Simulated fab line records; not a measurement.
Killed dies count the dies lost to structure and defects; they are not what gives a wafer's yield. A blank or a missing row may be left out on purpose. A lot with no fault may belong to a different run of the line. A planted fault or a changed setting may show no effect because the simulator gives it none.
fab line records ; flow rit-cmos
record lots=5; wafers=15; last-day=6
route steps=202 shown NSD@134 PSD@142
lots that met no fault: from a run of the same line without faults
start-h: hours from the record's first day to the start of the lot's first wafer shown ; wait-h: hours since the lot's step before ; " unchanged from the row above ; L1.1+2: several wafers, shown together as one row ; - no value present, or no start provided ; * or withheld: withheld ; < > ~ a bound
route shown NAME@n: names a module that has steps shown in the file, with the first one's number in the route ; usual: mean and standard deviation over wafers with no fault ; same: alike in all rows ; chamber/n: place in a boat ; sites: the reading at each site ; _std_site: standard deviation of those values ; _edge_site: outer sites' mean less inner sites' ; radius-mm: how far each site lies from the wafer's centre ; mask NAME#n: copy n ; behind: the most recent tool/chamber to have shaped the wafer ; hold: the reason the lot was held/the length of the hold in hours/how it ended ; device: transistor that didn't switch, given as n, p or np ; end of line: tests run on the same wafers once the route is complete ; step lacking rows: just its recipe ; killed: not the wafer's yield, but the dies lost to structure and defects at the first sort ; map: per-die view of a wafer (x killed, . not killed, _ where there is no die)
set.NAME: the run value of the setting; set.NAME@STEP: its run value at that earlier step ; model.NAME: the simulator's own value behind a step, which no gauge read
certain route steps with their lots: each step a table, each wafer a row
services: a tool's chamber out of use, with start hour (start-h, from the record's first day; less than 0 if before it), hours out, and reason
## steps
# step RIT_NSD_EXPOSE_03
# recipe mask-id=M9; na=0.57; target-cd-nm=40700; dose-mj=250
# usual exposure-dose-mJ-cm2=249.97/0.22
# same na=0.57
lot.wafer;tool;chamber;start-h;wait-h;mask;exposure-dose-mJ-cm2
L079.1;iline-stepper-02;0;71.78;0.1;M9#0;250.24
L079.3;iline-stepper-02;0;71.78;0.1;M9#0;249.71
L079.5;iline-stepper-02;0;71.78;0.1;M9#0;249.71
L082.2;iline-stepper-01;0;86.99;0.1;M9#0;250.02
L082.5;iline-stepper-01;0;86.99;0.1;M9#0;250.41
L082.6;iline-stepper-01;0;86.99;0.1;M9#0;250.22
L083.2;iline-stepper-01;0;90.98;0.1;M9#0;249.83
L083.4;iline-stepper-01;0;90.98;0.1;M9#0;250.10
L083.6;iline-stepper-01;0;90.98;0.1;M9#0;249.14
L091.1;iline-stepper-01;0;133.67;0.2;M9#0;249.66
L091.3;iline-stepper-01;0;133.67;0.2;M9#0;249.96
L091.5;iline-stepper-01;0;133.67;0.2;M9#0;249.75
L093.1;iline-stepper-02;0;141.11;0.1;M9#0;250.26
L093.2;iline-stepper-02;0;141.11;0.1;M9#0;250.23
L093.4;iline-stepper-02;0;141.11;0.1;M9#0;250.35
# step RIT_NSD_PEB_04
# recipe resist=NOVOLAK; temp-c=withheld; time-s=withheld
# usual chill-plate-temp-C=*
lot.wafer;tool;chamber;start-h;wait-h;chill-plate-temp-C
L079.1;litho-track-02;0;71.90;0.1;*
L079.3;litho-track-02;0;71.90;0.1;*
L079.5;litho-track-02;0;71.90;0.1;*
L082.2;litho-track-04;0;87.11;0.1;*
L082.5;litho-track-04;0;87.11;0.1;*
L082.6;litho-track-04;0;87.11;0.1;*
L083.2;litho-track-02;0;91.25;0.3;*
L083.4;litho-track-02;0;91.25;0.3;*
L083.6;litho-track-02;0;91.25;0.3;*
L091.1;litho-track-03;0;133.79;0.1;*
L091.3;litho-track-03;0;133.79;0.1;*
L091.5;litho-track-03;0;133.79;0.1;*
L093.1;litho-track-04;0;141.26;0.1;*
L093.2;litho-track-04;0;141.26;0.1;*
L093.4;litho-track-04;0;141.26;0.1;*
# step RIT_NSD_DEVELOP_05
# recipe resist=NOVOLAK; develop-time-s=50; dev-temp-c=23.72
# usual chill-plate-temp-C=22.97/0.13
lot.wafer;tool;chamber;start-h;wait-h;chill-plate-temp-C
L079.1;litho-track-02;0;-;-;22.89
L079.3;litho-track-02;0;-;-;22.96
L079.5;litho-track-02;0;-;-;22.99
L082.2;litho-track-04;0;-;-;23.09
L082.5;litho-track-04;0;-;-;23.20
L082.6;litho-track-04;0;-;-;23.13
L083.2;litho-track-02;0;-;-;22.79
L083.4;litho-track-02;0;-;-;22.89
L083.6;litho-track-02;0;-;-;22.87
L091.1;litho-track-03;0;-;-;22.68
L091.3;litho-track-03;0;-;-;23.03
L091.5;litho-track-03;0;-;-;22.90
L093.1;litho-track-04;0;-;-;23.15
L093.2;litho-track-04;0;-;-;23.08
L093.4;litho-track-04;0;-;-;22.92
# step RIT_NSD_OVL_MEAS_06
# usual NSD_OVL=-0.2/1.5
lot.wafer;tool;chamber;start-h;wait-h;NSD_OVL[nm]
L079.1;overlay-01;-;72.18;-;-1.0
L079.3;overlay-01;-;72.18;-;1.0
L079.5;overlay-01;-;72.18;-;-2.2
L082.2;overlay-01;-;87.38;-;0.4
L082.5;overlay-01;-;87.38;-;0.2
L082.6;overlay-01;-;87.38;-;1.8
L083.2;overlay-01;-;91.51;-;-0.7
L083.4;overlay-01;-;91.51;-;1.3
L083.6;overlay-01;-;91.51;-;1.2
L091.1;overlay-02;-;134.07;-;3.0
L091.3;overlay-02;-;134.07;-;2.1
L091.5;overlay-02;-;134.07;-;4.3
L093.1;overlay-01;-;141.54;-;1.5
L093.2;overlay-01;-;141.54;-;1.5
L093.4;overlay-01;-;141.54;-;-0.3
# step RIT_NSD_HARDBAKE_07
# recipe resist=NOVOLAK; temp-c=140; time-s=60
# usual chill-plate-temp-C=23.01/0.11
lot.wafer;tool;chamber;start-h;wait-h;chill-plate-temp-C
L079.1;litho-track-04;0;72.22;0.0;23.03
L079.3;litho-track-04;0;72.22;0.0;22.95
L079.5;litho-track-04;0;72.22;0.0;22.93
L082.2;litho-track-04;0;87.43;0.0;22.95
L082.5;litho-track-04;0;87.43;0.0;23.05
L082.6;litho-track-04;0;87.43;0.0;23.01
L083.2;litho-track-03;0;91.57;0.0;23.00
L083.4;litho-track-03;0;91.57;0.0;23.03
L083.6;litho-track-03;0;91.57;0.0;23.14
L091.1;litho-track-04;0;134.11;0.0;22.81
L091.3;litho-track-04;0;134.11;0.0;22.95
L091.5;litho-track-04;0;134.11;0.0;22.88
L093.1;litho-track-03;0;141.58;0.0;23.11
L093.2;litho-track-03;0;141.58;0.0;23.17
L093.4;litho-track-03;0;141.58;0.0;23.08
# step RIT_NSD_IMPLANT_08
# recipe species=P; energy-kev=25; dose-cm2=1e+15; tilt-deg=7
lot.wafer;tool;chamber;start-h;wait-h
L079.1+3+5;implanter-02;0;72.37;0.1
L082.2+5+6;implanter-02;0;87.58;0.1
L083.2+4+6;implanter-01;0;91.72;0.1
L091.1+3+5;implanter-02;0;134.26;0.1
L093.1+2+4;implanter-01;0;141.73;0.1
# step RIT_NSD_STRIP_09
# recipe chemistry=O2; time-s=180; resist=NOVOLAK; platen-temp-c=withheld; power-w=500; pressure-mtorr=4000; o2-flow-sccm=4000
# usual drypump-motor-current-A=5.9/0.31; rf-refl-power-W=6.4/0.7
lot.wafer;tool;chamber;start-h;wait-h;drypump-motor-current-A;rf-hours-counter-h;rf-refl-power-W
L079.1;plasma-asher-01;1;72.52;0.1;5.2;40;6.1
L079.3;plasma-asher-01;0;72.52;0.1;6.2;-;7.5
L079.5;plasma-asher-01;0;72.52;0.1;6.2;-;7.6
L082.2;plasma-asher-02;1;87.71;0.1;6.0;47;7.0
L082.5;plasma-asher-02;0;87.71;0.1;6.0;-;5.3
L082.6;plasma-asher-02;1;87.71;0.1;6.1;-;7.1
L083.2;plasma-asher-01;1;91.84;0.1;5.2;42;6.2
L083.4;plasma-asher-01;0;91.84;0.1;6.2;-;7.2
L083.6;plasma-asher-01;0;91.84;0.1;6.2;-;7.1
L091.1;plasma-asher-03;1;134.41;0.1;5.8;37;7.0
L091.3;plasma-asher-03;1;134.41;0.1;5.8;-;6.8
L091.5;plasma-asher-03;0;134.41;0.1;6.1;-;5.9
L093.1;plasma-asher-02;1;141.88;0.1;6.0;52;6.8
L093.2;plasma-asher-02;0;141.88;0.1;6.0;52;5.3
L093.4;plasma-asher-02;1;141.88;0.1;6.0;-;7.1
# step RIT_NSD_TW_MEAS_10
# usual NSD_TW=3120/19
lot.wafer;tool;chamber;start-h;wait-h;NSD_TW
L079.1;film-metro-02;-;72.69;0.1;3093
L079.3;film-metro-02;-;72.69;0.1;3081
L079.5;film-metro-02;-;72.69;0.1;3087
L082.2;film-metro-03;-;87.89;0.1;3140
L082.5;film-metro-03;-;87.89;0.1;3154
L082.6;film-metro-03;-;87.89;0.1;3137
L083.2;film-metro-02;-;92.03;0.1;3104
L083.4;film-metro-02;-;92.03;0.1;3082
L083.6;film-metro-02;-;92.03;0.1;3087
L091.1;film-metro-02;-;134.58;0.1;3121
L091.3;film-metro-02;-;134.58;0.1;3136
L091.5;film-metro-02;-;134.58;0.1;3133
L093.1;film-metro-01;-;142.05;0.1;3132
L093.2;film-metro-01;-;142.05;0.1;3117
L093.4;film-metro-01;-;142.05;0.1;3144
# step RIT_PSD_HMDS_00
# recipe prime-time-s=60; prime-temp-c=140
# usual chill-plate-temp-C=22.99/0.1
lot.wafer;tool;chamber;start-h;wait-h;chill-plate-temp-C
L079.1;litho-track-02;0;72.75;0.1;23.11
L079.3;litho-track-02;0;72.75;0.1;23.15
L079.5;litho-track-02;0;72.75;0.1;23.13
L082.2;litho-track-01;0;87.97;0.1;23.17
L082.5;litho-track-01;0;87.97;0.1;23.00
L082.6;litho-track-01;0;87.97;0.1;23.22
L083.2;litho-track-04;0;92.10;0.1;22.94
L083.4;litho-track-04;0;92.10;0.1;23.07
L083.6;litho-track-04;0;92.10;0.1;23.02
L091.1;litho-track-01;0;134.64;0.1;23.04
L091.3;litho-track-01;0;134.64;0.1;23.01
L091.5;litho-track-01;0;134.64;0.1;22.93
L093.1;litho-track-02;0;142.11;0.1;23.02
L093.2;litho-track-02;0;142.11;0.1;23.07
L093.4;litho-track-02;0;142.11;0.1;23.09
# step RIT_PSD_COAT_01
# recipe resist=NOVOLAK; spin-rpm=3250; resist-thk-nm=1000
# usual chill-plate-temp-C=23.01/0.11
lot.wafer;tool;chamber;start-h;wait-h;chill-plate-temp-C
L079.1;litho-track-02;0;72.90;0.1;23.13
L079.3;litho-track-02;0;72.90;0.1;23.15
L079.5;litho-track-02;0;72.90;0.1;23.05
L082.2;litho-track-01;0;88.12;0.1;23.14
L082.5;litho-track-01;0;88.12;0.1;22.97
L082.6;litho-track-01;0;88.12;0.1;23.03
L083.2;litho-track-04;0;92.25;0.1;22.91
L083.4;litho-track-04;0;92.25;0.1;22.96
L083.6;litho-track-04;0;92.25;0.1;22.81
L091.1;litho-track-01;0;134.79;0.1;23.43
L091.3;litho-track-01;0;134.79;0.1;23.24
L091.5;litho-track-01;0;134.79;0.1;23.25
L093.1;litho-track-02;0;142.26;0.1;22.95
L093.2;litho-track-02;0;142.26;0.1;22.85
L093.4;litho-track-02;0;142.26;0.1;22.80
# step RIT_PSD_SOFTBAKE_02
# recipe resist=NOVOLAK; temp-c=90; time-s=60
# usual chill-plate-temp-C=22.98/0.11
lot.wafer;tool;chamber;start-h;wait-h;chill-plate-temp-C
L079.1;litho-track-02;0;73.05;0.1;23.04
L079.3;litho-track-02;0;73.05;0.1;22.96
L079.5;litho-track-02;0;73.05;0.1;23.08
L082.2;litho-track-01;0;88.27;0.1;23.24
L082.5;litho-track-01;0;88.27;0.1;22.94
L082.6;litho-track-01;0;88.27;0.1;23.02
L083.2;litho-track-04;0;92.40;0.1;23.02
L083.4;litho-track-04;0;92.40;0.1;23.00
L083.6;litho-track-04;0;92.40;0.1;23.05
L091.1;litho-track-01;0;134.94;0.1;22.75
L091.3;litho-track-01;0;134.94;0.1;23.04
L091.5;litho-track-01;0;134.94;0.1;23.09
L093.1;litho-track-02;0;142.41;0.1;22.83
L093.2;litho-track-02;0;142.41;0.1;22.98
L093.4;litho-track-02;0;142.41;0.1;22.85
# step RIT_PSD_EXPOSE_03
# recipe mask-id=M10; na=0.57; target-cd-nm=40900; dose-mj=250
# usual exposure-dose-mJ-cm2=250.01/0.24
# same na=0.57
lot.wafer;tool;chamber;start-h;wait-h;mask;exposure-dose-mJ-cm2
L079.1;iline-stepper-02;0;73.33;0.2;M10#0;249.96
L079.3;iline-stepper-02;0;73.33;0.2;M10#0;249.87
L079.5;iline-stepper-02;0;73.33;0.2;M10#0;250.22
L082.2;iline-stepper-01;0;88.54;0.2;M10#0;250.17
L082.5;iline-stepper-01;0;88.54;0.2;M10#0;250.42
L082.6;iline-stepper-01;0;88.54;0.2;M10#0;250.29
L083.2;iline-stepper-02;0;92.67;0.2;M10#0;249.86
L083.4;iline-stepper-02;0;92.67;0.2;M10#0;249.99
L083.6;iline-stepper-02;0;92.67;0.2;M10#0;249.74
L091.1;iline-stepper-01;0;135.22;0.2;M10#0;250.52
L091.3;iline-stepper-01;0;135.22;0.2;M10#0;250.45
L091.5;iline-stepper-01;0;135.22;0.2;M10#0;250.61
L093.1;iline-stepper-02;0;142.56;0.1;M10#0;249.80
L093.2;iline-stepper-02;0;142.56;0.1;M10#0;249.98
L093.4;iline-stepper-02;0;142.56;0.1;M10#0;250.28
## services
tool;chamber;start-h;hours;kind
implanter-02;-;56.59;8.4;repair
plasma-asher-03;-;71.77;2.8;pm
implanter-02;-;76.25;2.2;repair
iline-stepper-02;0;94.44;-;calibration
implanter-02;-;100.83;1.0;repair
implanter-01;-;106.97;2.5;repair
plasma-asher-01;-;108.75;9.0;pm
plasma-asher-01;0;108.75;9.0;vent-cycle
plasma-asher-01;1;108.75;9.0;vent-cycle
plasma-asher-01;0;117.75;-;clean
plasma-asher-01;1;117.75;-;clean
## key
fault none
